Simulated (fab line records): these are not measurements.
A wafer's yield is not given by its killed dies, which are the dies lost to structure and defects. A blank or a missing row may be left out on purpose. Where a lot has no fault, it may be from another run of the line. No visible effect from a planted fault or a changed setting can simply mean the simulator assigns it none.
A struck lot beside a sound one    flow rit_cmos    18 steps out of a route of 202
Sound: the wafers L447.1, L447.5, L447.6. The struck wafers were L439.1, L439.3, L439.6. At the end, the cause is stated.
For every step that has rows: the tool of each side, followed by ch and its chambers, followed by its first start. Under that, the readings that differ: sound wafers    struck wafers    difference of the means    sigmas: that difference in standard deviations of wafers without a fault.
alike: readings with means less than 2 such deviations apart, plus words and numbers identical on both sides. not compared: withheld readings, readings lacking a value on some wafer, bounds such as >300 that could conceal the same value, and numbers that have no deviation in the record and whose values overlap.
Wherever a step has rows on one side only, a row that says differs or no value, or a row with sigmas, the two part there. Non-overlapping numbers with no deviation appear without sigmas and do not part them. A reading missing from all wafers of one side parts the sides only when that side holds two or more wafers.

first, 2 steps without rows for these wafers: RIT_ACTIVE_CLEAN_17 (cleans in SC2, time 600 s); RIT_FOX1_OXIDATION_00 (target thk 350.7 nm, ox time 1130 s).
RIT_FOX1_THK_MEAS_01:
  struck on film_metro-01, day 3 23:23; sound on film_metro-02, day 5 14:28
  alike: FOX1_OXIDE_THK
then, 2 steps without rows for these wafers: RIT_FOX1_WET_ETCH_02 (etches SiO2 in BOE, target depth 350 nm, time 390 s); RIT_FOX2_OXIDATION_00 (target thk 350.7 nm, ox time 1130 s).
RIT_FOX2_THK_MEAS_01:
  struck on film_metro-02, day 4 00:53; sound on film_metro-02, day 5 15:58
  alike: FOX2_OXIDE_THK
then, 2 steps without rows for these wafers: RIT_FOX2_CLEAN_02 (cleans in dHF, time 180 s); RIT_FOX2_WET_ETCH_03 (etches Si3N4 in H3PO4, target depth 195 nm, time 2700 s).
RIT_FOX2_THK_MEAS_90:
  struck on film_metro-04, day 4 01:50; sound on film_metro-03, day 5 16:50
  alike: FIELD_OXIDE_LEFT_1_THK
then, 3 steps without rows for these wafers: RIT_NWELL_HMDS_00 (prime time 60 s); RIT_NWELL_COAT_01 (resist thk 1300 nm); RIT_NWELL_SOFTBAKE_02 (time 60 s).
RIT_NWELL_EXPOSE_03: exposes mask M2, target cd 43900 nm.
  sound on iline_stepper-01 ch 0, day 5 17:29; struck on iline_stepper-02 ch 0, day 4 02:20
reading                        sound              struck          difference  sigmas
model.NWELL.overlay_x_nm (nm)  1.493 1.493 1.493  -152 -152 -152  -153        
  alike: mask
then, 2 steps without rows for these wafers: RIT_NWELL_PEB_04; RIT_NWELL_DEVELOP_05 (develop time 68 s).
RIT_NWELL_OVL_MEAS_06:
  struck on overlay-02, day 4 02:46; sound on overlay-02, day 5 17:56
reading         sound         struck                difference  sigmas
NWELL_OVL (nm)  -0.9 0.6 1.6  -152.3 -152.2 -151.1  -152.3      -99 or more
then, 1 step without rows for these wafers: RIT_NWELL_HARDBAKE_07 (time 120 s).
RIT_M1_PROBE_99:
  struck on prober-01, day 6 00:29; sound on prober-02, day 7 08:49
reading                                  sound              struck             difference  sigmas
model.etest.well_edge_right.line_ohm_um  181.6 185.3 183.6  190.7 193.2 189.6  +7.7        
model.etest.well_edge_left.line_ohm_um   184.3 181.1 182.9  171.2 175.6 176.5  -8.3        
  alike: killed_at_contacts, killed_at_front_end, killed_dies, killed_open, killed_short

## WHERE THEY PART
Only at RIT_NWELL_OVL_MEAS_06, as far as this record shows. Later steps at which nothing parts them and some readings are alike: RIT_M1_PROBE_99.

WHY: the cause the simulator had injected
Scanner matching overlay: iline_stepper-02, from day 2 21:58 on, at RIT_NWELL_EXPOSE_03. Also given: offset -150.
